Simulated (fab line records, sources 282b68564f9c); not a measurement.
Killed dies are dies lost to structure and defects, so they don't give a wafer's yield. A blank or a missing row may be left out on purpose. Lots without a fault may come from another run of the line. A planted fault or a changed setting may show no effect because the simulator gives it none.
Which tool did it? | flow rit_cmos | 14 lots, 42 wafers sampled, at 4 steps of a route of 202

WHAT THE GAUGES READ, wafer by wafer
RIT_PLDD_OVL_MEAS_06. Usual: PLDD_OVL -0.2 nm, standard deviation 1.5.
lot  | measured    | on         | PLDD_OVL (nm)  | flag
L993 | day 3 04:29 | overlay-01 | -2.5 0.4 -0.3  |
L994 | day 3 06:42 | overlay-02 | -0.4 0.0 -0.1  |
L995 | day 3 10:55 | overlay-02 | 0.7 0.6 1.3    |
L103 | day 5 03:30 | overlay-02 | -1.4 1.4 -0.5  |
L104 | day 5 06:25 | overlay-02 | -1.0 -1.1 -2.7 |
L106 | day 5 19:13 | overlay-01 | 0.4 0.8 0.7    |
L107 | day 5 22:07 | overlay-02 | 2.1 2.7 2.8    |
L108 | day 6 03:46 | overlay-02 | 0.1 0.8 -1.4   |
L109 | day 6 09:29 | overlay-02 | -0.7 0.1 -0.6  |
L111 | day 6 19:12 | overlay-02 | -3.0 -1.7 -0.3 |
L112 | day 6 23:11 | overlay-01 | 0.9 1.5 1.5    |
L113 | day 7 04:41 | overlay-01 | 2.8 0.4 1.1    |
L114 | day 7 09:35 | overlay-01 | 1.7 0.6 1.8    |
L115 | day 7 14:23 | overlay-02 | -0.2 0.0 1.5   |

RIT_SILICIDE_RS_MEAS_02: measures by four-point-probe. Usual: SILICIDE_TI_RS 47.6 ohm/sq, standard deviation 0.63.
lot  | measured    | on            | SILICIDE_TI_RS (ohm/sq) | flag
L993 | day 3 11:29 | film_metro-02 | 46.6 46.9 47.3          |
L994 | day 3 13:50 | film_metro-01 | 47.3 47.7 47.4          |
L995 | day 3 17:56 | film_metro-04 | 46.2 46.6 47.1          |
L103 | day 5 10:44 | film_metro-04 | 48.5 47.6 48.4          |
L104 | day 5 13:36 | film_metro-02 | 47.2 47.3 47.3          |
L106 | day 6 02:36 | film_metro-04 | 47.4 47.8 47.8          |
L107 | day 6 05:16 | film_metro-01 | 48.1 48.4 48.0          |
L108 | day 6 11:23 | film_metro-04 | 47.7 46.4 47.6          |
L109 | day 6 16:52 | film_metro-04 | 47.3 48.1 47.5          |
L111 | day 7 02:20 | film_metro-02 | 48.9 48.7 47.9          |
L112 | day 7 06:39 | film_metro-02 | 47.3 47.9 47.8          |
L113 | day 7 12:16 | film_metro-02 | 46.4 47.6 47.5          |
L114 | day 7 17:19 | film_metro-02 | 48.3 48.4 48.7          |
L115 | day 7 21:46 | film_metro-02 | 47.2 47.2 47.7          |

WHICH TOOL RAN EACH LOT (tool, then ch and the chambers of the sampled wafers, then the start)
lot  | RIT_NSD_EXPOSE_03                  | RIT_SDANNEAL_RTA_03
L993 | iline_stepper-02 ch 0, day 3 08:01 | rtp_anneal-02 ch 0, day 3 10:47
L994 | iline_stepper-01 ch 0, day 3 10:21 | rtp_anneal-01 ch 0, day 3 13:07
L995 | iline_stepper-01 ch 0, day 3 14:26 | rtp_anneal-02 ch 0, day 3 17:14
L103 | iline_stepper-01, day 5 07:08      | rtp_anneal-02 ch 0, day 5 10:02
L104 | iline_stepper-02, day 5 10:07      | rtp_anneal-01 ch 0, day 5 12:53
L106 | iline_stepper-01 ch 0, day 5 22:53 | rtp_anneal-01 ch 0, day 6 01:54
L107 | iline_stepper-02 ch 0, day 6 01:48 | rtp_anneal-02 ch 0, day 6 04:34
L108 | iline_stepper-01 ch 0, day 6 07:40 | rtp_anneal-02 ch 0, day 6 10:41
L109 | iline_stepper-02 ch 0, day 6 13:11 | rtp_anneal-01 ch 0, day 6 16:10
L111 | iline_stepper-01 ch 0, day 6 22:45 | rtp_anneal-01 ch 0, day 7 01:38
L112 | iline_stepper-02 ch 0, day 7 03:07 | rtp_anneal-02 ch 0, day 7 05:55
L113 | iline_stepper-01 ch 0, day 7 08:46 | rtp_anneal-02 ch 0, day 7 11:32
L114 | iline_stepper-02 ch 0, day 7 13:28 | rtp_anneal-02 ch 0, day 7 16:36
L115 | iline_stepper-02 ch 0, day 7 17:58 | rtp_anneal-02 ch 0, day 7 21:04
- RIT_NSD_EXPOSE_03: exposes mask M9, target cd 40700 nm.
- RIT_SDANNEAL_RTA_03: time 5 s.

WHAT THE TOOLS THEMSELVES READ (means of the sampled wafers that have a number; where no wafer has one, the mark that the record gives instead)
RIT_NSD_EXPOSE_03. Usual: exposure_dose_mJ_cm2 250.04, standard deviation 0.24; focus_offset_nm 0.0 nm, standard deviation 0.55.
lot  | tool             | exposure_dose_mJ_cm2 | focus_offset_nm (nm) | flag
L993 | iline_stepper-02 | 249.95               | -0.5                 |
L994 | iline_stepper-01 | 250.08               | -0.5                 |
L995 | iline_stepper-01 | 249.89               | -0.4                 |
L103 | iline_stepper-01 | -                    | -                    | OFF
L104 | iline_stepper-02 | -                    | -                    | OFF
L106 | iline_stepper-01 | 249.90               | 0.4                  |
L107 | iline_stepper-02 | 250.00               | 0.1                  |
L108 | iline_stepper-01 | 249.83               | -0.5                 |
L109 | iline_stepper-02 | 249.95               | 1.1                  |
L111 | iline_stepper-01 | 250.19               | 0.3                  |
L112 | iline_stepper-02 | 249.96               | 0.5                  |
L113 | iline_stepper-01 | 249.85               | -0.5                 |
L114 | iline_stepper-02 | 249.96               | 0.2                  |
L115 | iline_stepper-02 | 250.43               | 0.3                  |

RIT_SDANNEAL_RTA_03. Usual: wafer_temp_C_max 1053.4, standard deviation 1.1.
lot  | tool          | wafer_temp_C_max | flag
L993 | rtp_anneal-02 | 1053.9           |
L994 | rtp_anneal-01 | 1052.4           |
L995 | rtp_anneal-02 | 1052.7           |
L103 | rtp_anneal-02 | 1052.8           |
L104 | rtp_anneal-01 | 1053.2           |
L106 | rtp_anneal-01 | 1053.1           |
L107 | rtp_anneal-02 | 1052.5           |
L108 | rtp_anneal-02 | 1053.3           |
L109 | rtp_anneal-01 | 1052.9           |
L111 | rtp_anneal-01 | 1054.0           |
L112 | rtp_anneal-02 | 1053.5           |
L113 | rtp_anneal-02 | 1053.4           |
L114 | rtp_anneal-02 | 1052.5           |
L115 | rtp_anneal-02 | 1053.6           |

THE ANSWER, worked out from the rows above alone
Rule: a lot is off if the mean of its wafers that have a number lies more than 3 standard deviations from the usual mean. A lot without any number at a reading at which 4 lots or more have one is off too. The other lots that the step has rows for count as sound. The gauges are gone through in route order, then the tools' own readings, and for those a lot's mean is taken as printed above. The first step at which some lot is off is used, and at that step the reading that is off furthest; a lot without a number counts as furthest.
Off: L103, L104, at RIT_NSD_EXPOSE_03 (exposure_dose_mJ_cm2). Without a number there: L103, L104.
A tool fits if, at that step or a process step before it, it ran every lot that is off, and no sound lot after the first of them. None of those tried fits.

WHAT THE SIMULATOR HAD PUT IN
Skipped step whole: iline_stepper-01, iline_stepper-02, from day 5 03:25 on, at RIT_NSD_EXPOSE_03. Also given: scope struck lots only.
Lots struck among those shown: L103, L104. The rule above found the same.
